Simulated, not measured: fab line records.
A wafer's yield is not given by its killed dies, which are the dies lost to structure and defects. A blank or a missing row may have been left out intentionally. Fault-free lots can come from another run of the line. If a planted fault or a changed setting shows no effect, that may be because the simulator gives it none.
A lot that was struck, set against a sound lot | flow rit-cmos | 15 steps out of a route of 202
Sound: these wafers, L286.1, L286.3, L286.6. Struck: wafers L301.1, L301.2, L301.4. The cause is given at the end.
Order at every step that has rows: each side's tool, ch and its chambers, its first start. Under that, the readings that differ: sound wafers | struck wafers | difference of the means | sigmas: that difference in standard deviations of wafers without a fault.
alike: same words and numbers on both sides, and readings whose means sit less than 2 such deviations apart. not compared: any withheld reading, any reading some wafer has no value for, any bound like >300 that may hide the same value, and any number with overlapping values for which the record gives no deviation.
Wherever a step has rows on one side only, a row that says differs or no value, or a row with sigmas, the two part there. When numbers do not overlap yet have no deviation, they are printed without sigmas and do not part them. A reading that every wafer of one side lacks parts them only if that side has two wafers or more.

first, 2 steps without rows for these wafers: RIT_PRETRO_HARDBAKE_07 (time 120 s); RIT_PRETRO_IMPLANT_08.
RIT_PRETRO_STRIP_09: strips in O2, time 180 s.
  sound on plasma-asher-03 ch 0,1, day 2 21:05; struck on plasma-asher-02 ch 0,1, day 5 20:03
  alike: drypump-motor-current-A
  not compared: rf-hours-counter-h
RIT_PRETRO_TW_MEAS_10:
  struck on film-metro-01, day 5 20:14; sound on film-metro-04, day 2 21:15
  alike: PRETRO_TW
then, 5 steps without rows for these wafers: RIT_GATE_WET_ETCH_00 (etches SiO2 in BOE, target depth 56 nm, time 60 s); RIT_GATE_CLEAN_01 (cleans in SC1, time 600 s); RIT_GATE_CLEAN_02 (cleans in dHF, time 30 s); RIT_GATE_CLEAN_03 (cleans in SC2, time 600 s); RIT_GATE_CLEAN_04 (cleans in dHF, time 60 s).
RIT_FOX2_THK_MEAS_91:
  struck on film-metro-04, day 5 20:42; sound on film-metro-01, day 2 21:46
  alike: FIELD_OXIDE_LEFT_2_THK
then, 2 steps without rows for these wafers: RIT_GATE_OXIDATION_05 (target thk 3 nm, ox time 270 s); RIT_GATE_ANNEAL_06 (time 600 s).
RIT_GATE_THK_MEAS_07:
  struck on film-metro-03, day 5 22:23; sound on film-metro-01, day 3 00:13
  reading             | sound          | struck         | difference | sigmas
  GATE_OXIDE_THK (nm) | 2.97 2.92 3.06 | 6.68 6.69 6.66 | +3.69      | +55
then, 1 step without rows for these wafers: RIT_GATE_CVD_08 (deposits poly-Si from SiH4, target thk 250 nm, time 2220 s).
RIT_M1_PROBE_99:
  struck on prober-01, day 6 21:13; sound on prober-02, day 4 00:19
  alike: killed-at-contacts, killed-at-front-end, killed-dies, killed-open, killed-short

## WHERE THEY PART
Only at RIT_GATE_THK_MEAS_07, as far as this record shows. Later steps at which nothing parts them and some readings are alike: RIT_M1_PROBE_99.

WHY: the cause the simulator had injected
Metrology matching offset: film-metro-03, from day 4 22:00 on, at RIT_GATE_THK_MEAS_07. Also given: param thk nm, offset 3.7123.
